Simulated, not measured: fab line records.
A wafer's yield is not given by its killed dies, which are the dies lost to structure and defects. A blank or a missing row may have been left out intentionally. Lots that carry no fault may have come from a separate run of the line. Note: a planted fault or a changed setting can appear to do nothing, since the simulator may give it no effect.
Matching of chambers | flow berkeley cmos170 | UCB170_V2_ETCH_14 on rie diel-02 has 4 sister chambers
The step etches SiO2 in CHF3/CF4/Ar, stops on Al, target depth 1250 nm, time 291 s. 16 wafers are shown with their chamber, then 8 later ones without.

WAFERS PAIRED WITH THEIR CHAMBERS
wafer  | chamber | throttle valve pct (%) | oes product au (a.u.)
L887.1 | 0       | 7.03                   | 0.876
L887.2 | 1       | 7.07                   | 0.889
L887.4 | 3       | 6.94                   | 0.875
L888.1 | 2       | 6.83                   | 0.878
L888.3 | 1       | 7.07                   | 0.890
L888.5 | 2       | 6.81                   | 0.880
L891.2 | 3       | 6.97                   | 0.868
L891.5 | 0       | 7.05                   | 0.879
L891.6 | 1       | 7.06                   | 0.889
L893.1 | 2       | 6.81                   | 0.878
L893.4 | 3       | 6.97                   | 0.867
L893.5 | 0       | 7.03                   | 0.875
L895.1 | 0       | 7.04                   | 0.878
L895.4 | 3       | 6.96                   | 0.875
L895.6 | 3       | 6.97                   | 0.872
L898.2 | 3       | 6.96                   | 0.879

SIGNATURES (averages over the wafers above)
reading            | chamber 0 | chamber 1 | chamber 2 | chamber 3 | scatter within a chamber
throttle valve pct | 7.0375    | 7.0667    | 6.8167    | 6.9617    | 0.0104
oes product au     | 0.87700   | 0.88933   | 0.87867   | 0.87267   | 0.00314
Rule: for each reading, subtract the chamber's mean from the wafer's reading, divide by that reading's scatter and square the result; add these up over the readings and take the root, which gives the wafer's distance from the chamber. If the next closest chamber is less than 2 further off than the closest, the wafer can't be placed; otherwise it belongs to the closest. How the scatter is found: for the shown wafers, subtract from each reading the mean of its chamber, square and add these, divide the total by (wafers less chambers), then take the root.

WAFERS MISSING THEIR CHAMBER
wafer  | throttle valve pct (%) | oes product au (a.u.)
L898.3 | 7.03                   | 0.882
L898.4 | 7.07                   | 0.879
L903.1 | 6.96                   | 0.873
L903.3 | 7.03                   | 0.882
L903.6 | 7.05                   | 0.887
L908.3 | 6.80                   | 0.881
L908.4 | 6.98                   | 0.869
L908.5 | 7.07                   | 0.892

THE CHAMBER EACH PASSED THROUGH
wafer  | from the rows above     | in truth
L898.3 | 0                       | 0
L898.4 | can't be placed: 0 or 1 | 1
L903.1 | 3                       | 3
L903.3 | 0                       | 0
L903.6 | can't be placed: 1 or 0 | 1
L908.3 | 2                       | 2
L908.4 | 3                       | 3
L908.5 | 1                       | 1
6 of 8 placed correctly. Unplaceable from these rows: 2, with the true chamber sitting among the candidates in 2. Placed wrongly: 0.
